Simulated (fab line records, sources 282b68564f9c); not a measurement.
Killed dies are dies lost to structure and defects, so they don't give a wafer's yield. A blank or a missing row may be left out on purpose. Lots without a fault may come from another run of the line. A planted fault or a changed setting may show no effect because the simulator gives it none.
Which tool did it? | flow rit_cmos | 14 lots, 42 wafers sampled, at 2 steps of a route of 202

WHAT THE GAUGES READ, wafer by wafer
The record holds no reading of a measuring or inspecting step that can be judged against a usual standard deviation.

WHICH TOOL RAN EACH LOT (tool, then ch and the chambers of the sampled wafers, then the start)
lot  | RIT_CONTACT_COAT_03              | RIT_M1_PROBE_99
L690 | litho_track-04 ch 0, day 3 03:47 | -
L691 | litho_track-01 ch 0, day 3 08:02 | -
L692 | litho_track-04 ch 0, day 3 12:32 | -
L695 | litho_track-04 ch 0, day 4 04:28 | -
L697 | litho_track-01 ch 0, day 4 13:19 | prober-01, day 4 19:27
L701 | litho_track-03 ch 0, day 5 09:44 | prober-01, day 5 15:55
L702 | litho_track-04 ch 0, day 5 17:38 | -
L704 | litho_track-01 ch 0, day 6 01:14 | prober-02, day 6 08:40
L705 | litho_track-01 ch 0, day 6 05:57 | prober-01, day 6 12:12
L706 | litho_track-01 ch 0, day 6 11:34 | prober-02, day 6 17:41
L707 | litho_track-01 ch 0, day 6 16:41 | prober-01, day 6 23:02
L708 | litho_track-03 ch 0, day 6 21:50 | -
L712 | litho_track-03 ch 0, day 7 16:56 | -
L713 | litho_track-04 ch 0, day 7 21:14 | -
- RIT_CONTACT_COAT_03: resist thk 1000 nm.
- RIT_M1_PROBE_99

WHAT THE TOOLS THEMSELVES READ (means of the sampled wafers that have a number; where no wafer has one, the mark that the record gives instead)
RIT_CONTACT_COAT_03.
lot  | tool           | dispense_pressure_kPa (kPa) | spin_speed_rpm (rpm)
L690 | litho_track-04 | 47                          | 3248.7
L691 | litho_track-01 | 45                          | 3250.6
L692 | litho_track-04 | 47                          | 3250.0
L695 | litho_track-04 | 47                          | 3150.6
L697 | litho_track-01 | 45                          | 3250.8
L701 | litho_track-03 | 53                          | 3250.0
L702 | litho_track-04 | 47                          | 3148.8
L704 | litho_track-01 | 45                          | 3250.0
L705 | litho_track-01 | 45                          | 3250.2
L706 | litho_track-01 | 45                          | 3248.2
L707 | litho_track-01 | 45                          | 3249.7
L708 | litho_track-03 | 53                          | 3250.3
L712 | litho_track-03 | 53                          | 3247.1
L713 | litho_track-04 | 47                          | 3249.7

RIT_M1_PROBE_99.
lot  | tool      | killed_at_M0_to_M3 | killed_at_contacts | killed_at_front_end | killed_dies | killed_on_rim | killed_open | killed_short
L697 | prober-01 | 0.0                | 0.0                | 7.0                 | 7.0         | 1.7           | 3.3         | 3.7
L701 | prober-01 | 0.0                | 0.0                | 8.3                 | 8.3         | 1.3           | 6.7         | 1.7
L704 | prober-02 | 0.0                | 0.0                | 6.0                 | 6.0         | 1.0           | 3.0         | 3.0
L705 | prober-01 | 0.0                | 0.0                | 9.0                 | 9.0         | 2.0           | 4.3         | 4.7
L706 | prober-02 | 0.0                | 0.0                | 6.3                 | 6.3         | 2.7           | 3.0         | 3.0
L707 | prober-01 | 0.0                | 0.0                | 6.3                 | 6.3         | 1.7           | 4.3         | 2.0

THE ANSWER, worked out from the rows above alone
Rule: what is usual is taken from the lots themselves. Put in order of their means at a reading, lots are off if they are a third of the lots or fewer, leave a main group of 4 or more, and stand apart from it by a gap of 3 or more times the standard deviation of the main group's means; of several such gaps the widest counts. A main group whose means are all the same, to the digits that the tables above print for the reading, isn't used. A lot without any number at a reading at which 4 lots or more have one is off too. The other lots that the step has rows for count as sound. The gauges are gone through in route order, then the tools' own readings, and for those a lot's mean is taken as printed above. The first step at which some lot is off is used, and at that step the reading that is off furthest; a lot without a number counts as furthest.
Off: L695, L702, at RIT_CONTACT_COAT_03 (spin_speed_rpm). The main group: mean 3249.6 rpm, standard deviation 1.
A tool fits if, at that step or a process step before it, it ran every lot that is off, and no sound lot after the first of them. None of those tried fits.

WHAT THE SIMULATOR HAD PUT IN
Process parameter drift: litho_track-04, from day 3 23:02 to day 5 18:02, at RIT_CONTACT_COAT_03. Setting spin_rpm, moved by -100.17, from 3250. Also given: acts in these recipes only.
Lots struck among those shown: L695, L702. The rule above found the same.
